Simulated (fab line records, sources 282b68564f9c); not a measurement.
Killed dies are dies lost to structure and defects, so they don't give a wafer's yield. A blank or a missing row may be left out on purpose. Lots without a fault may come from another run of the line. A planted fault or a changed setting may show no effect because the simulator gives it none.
Which tool did it? | flow rit_cmos | 15 lots, 45 wafers sampled, at 4 steps of a route of 202

WHAT THE GAUGES READ, wafer by wafer
RIT_GATE_THK_MEAS_07. Usual: GATE_OXIDE_THK 3.01 nm, standard deviation 0.066.
lot  | measured    | on            | GATE_OXIDE_THK (nm) | flag
L119 | day 2 10:09 | film_metro-04 | 3.02 3.04 2.97      |
L120 | day 2 15:44 | film_metro-02 | 3.02 3.05 2.93      |
L121 | day 2 20:59 | film_metro-02 | 3.03 2.96 3.03      |
L122 | day 2 23:52 | film_metro-04 | 2.91 2.96 2.87      |
L123 | day 3 06:05 | film_metro-04 | 2.92 2.98 3.00      |
L124 | day 3 10:23 | film_metro-04 | 3.00 2.90 3.01      |
L125 | day 3 15:38 | film_metro-04 | 3.05 3.03 3.01      |
L126 | day 3 20:38 | film_metro-04 | 2.99 3.01 2.98      |
L130 | day 4 16:32 | film_metro-01 | 3.04 3.05 3.05      |
L134 | day 5 12:23 | film_metro-02 | 3.08 3.07 3.07      |
L137 | day 6 05:31 | film_metro-02 | 2.97 2.96 3.09      |
L138 | day 6 08:39 | film_metro-04 | 2.95 2.94 2.91      |
L140 | day 6 18:13 | film_metro-04 | 2.97 2.98 2.99      |
L141 | day 7 00:13 | film_metro-02 | 3.02 3.02 3.08      |
L142 | day 7 05:35 | film_metro-04 | 2.96 2.92 2.97      |

RIT_SPACER_THK_MEAS_04. Usual: SPACER_NITRIDE_THK 249.5 nm, standard deviation 2.4.
lot  | measured    | on            | SPACER_NITRIDE_THK (nm)             | flag
L119 | day 2 22:36 | film_metro-03 | 250.6 250.2 249.9                   |
L120 | day 3 03:26 | film_metro-04 | 250.4 249.0 251.5                   |
L121 | day 3 08:24 | film_metro-03 | 248.1 249.3 247.3                   |
L122 | day 3 11:42 | film_metro-03 | 251.1 252.2 251.5                   |
L123 | day 3 17:58 | film_metro-02 | 251.4 252.6 250.6                   |
L124 | day 3 23:08 | film_metro-03 | 248.1 248.3 247.9                   |
L125 | day 4 06:04 | film_metro-02 | 502.9 505.8 501.9 503.4 506.0 501.5 | OFF
L126 | day 4 10:20 | film_metro-04 | 500.9 497.4 500.1 500.7 497.4 500.0 | OFF
L130 | day 5 08:30 | film_metro-02 | 494.9 496.2 490.7 494.7 495.9 490.7 | OFF
L134 | day 5 23:52 | film_metro-02 | 247.5 249.2 248.9                   |
L137 | day 6 17:13 | film_metro-02 | 246.9 246.7 248.2                   |
L138 | day 6 20:28 | film_metro-04 | 252.7 253.3 251.2                   |
L140 | day 7 06:07 | film_metro-04 | 245.1 245.9 244.3                   |
L141 | day 7 12:04 | film_metro-02 | 249.6 252.3 251.1                   |
L142 | day 7 18:15 | film_metro-04 | 249.5 250.6 251.0                   |

RIT_PSD_OVL_MEAS_06. Usual: PSD_OVL 0.1 nm, standard deviation 1.3.
lot  | measured    | on         | PSD_OVL (nm)   | flag
L119 | day 3 01:12 | overlay-01 | 0.0 -0.6 -1.4  |
L120 | day 3 05:59 | overlay-02 | -1.3 -0.4 -2.3 |
L121 | day 3 11:05 | overlay-02 | 2.4 -0.2 1.1   |
L122 | day 3 14:26 | overlay-02 | 1.4 -0.9 -0.1  |
L123 | day 3 20:26 | overlay-01 | -0.7 -0.8 1.9  |
L124 | day 4 01:44 | overlay-01 | 0.4 1.4 0.8    |
L134 | day 6 02:38 | overlay-01 | 0.7 -0.1 1.8   |
L137 | day 6 19:56 | overlay-01 | 1.0 2.0 1.8    |
L138 | day 6 22:58 | overlay-01 | 1.6 0.1 1.4    |
L140 | day 7 08:50 | overlay-02 | 1.9 2.9 1.9    |
L141 | day 7 14:51 | overlay-02 | -3.5 -2.1 -3.0 |
L142 | day 7 21:09 | overlay-01 | -0.2 -1.8 -2.0 |

WHICH TOOL RAN EACH LOT (tool, then ch and the chambers of the sampled wafers, then the start)
lot  | RIT_SPACER_CVD_03
L119 | lpcvd-01 ch 0, day 2 20:40
L120 | lpcvd-01 ch 1, day 3 01:29
L121 | lpcvd-02 ch 0, day 3 06:28
L122 | lpcvd-02 ch 0, day 3 09:47
L123 | lpcvd-02 ch 0, day 3 16:02
L124 | lpcvd-01 ch 1, day 3 21:12
L125 | lpcvd-02 ch 0, day 4 02:02
L126 | lpcvd-02 ch 1, day 4 06:19
L130 | lpcvd-02 ch 1, day 5 02:28
L134 | lpcvd-02 ch 1, day 5 21:57
L137 | lpcvd-02 ch 0, day 6 15:17
L138 | lpcvd-01 ch 1, day 6 18:32
L140 | lpcvd-02 ch 1, day 7 04:12
L141 | lpcvd-01 ch 1, day 7 10:10
L142 | lpcvd-01 ch 0, day 7 16:20
- RIT_SPACER_CVD_03: deposits Si3N4 from SiH2Cl2/NH3, target thk 250 nm, time 3300 s.

WHAT THE TOOLS THEMSELVES READ (means of the sampled wafers that have a number; where no wafer has one, the mark that the record gives instead)
RIT_SPACER_CVD_03. Usual: pressure_mtorr 300.0 mTorr, standard deviation 0.61.
lot  | tool     | pressure_mtorr (mTorr) | flag
L119 | lpcvd-01 | 299.7                  |
L120 | lpcvd-01 | 299.2                  |
L121 | lpcvd-02 | 299.6                  |
L122 | lpcvd-02 | 300.1                  |
L123 | lpcvd-02 | 299.9                  |
L124 | lpcvd-01 | 299.1                  |
L125 | lpcvd-02 | 299.8                  |
L126 | lpcvd-02 | 300.3                  |
L130 | lpcvd-02 | 300.3                  |
L134 | lpcvd-02 | 300.9                  |
L137 | lpcvd-02 | 300.3                  |
L138 | lpcvd-01 | 300.7                  |
L140 | lpcvd-02 | 299.5                  |
L141 | lpcvd-01 | 299.8                  |
L142 | lpcvd-01 | 300.4                  |

THE ANSWER, worked out from the rows above alone
Rule: a lot is off if the mean of its wafers that have a number lies more than 3 standard deviations from the usual mean. A lot without any number at a reading at which 4 lots or more have one is off too. The other lots that the step has rows for count as sound. The gauges are gone through in route order, then the tools' own readings, and for those a lot's mean is taken as printed above. The first step at which some lot is off is used, and at that step the reading that is off furthest; a lot without a number counts as furthest.
Off: L125, L126, L130, at RIT_SPACER_THK_MEAS_04 (SPACER_NITRIDE_THK).
A tool fits if, at a process step before that reading, it ran every lot that is off, and no sound lot after the first of them. The gauges at RIT_SPACER_THK_MEAS_04 are tried like those tools. None of those tried fits.

WHAT THE SIMULATOR HAD PUT IN
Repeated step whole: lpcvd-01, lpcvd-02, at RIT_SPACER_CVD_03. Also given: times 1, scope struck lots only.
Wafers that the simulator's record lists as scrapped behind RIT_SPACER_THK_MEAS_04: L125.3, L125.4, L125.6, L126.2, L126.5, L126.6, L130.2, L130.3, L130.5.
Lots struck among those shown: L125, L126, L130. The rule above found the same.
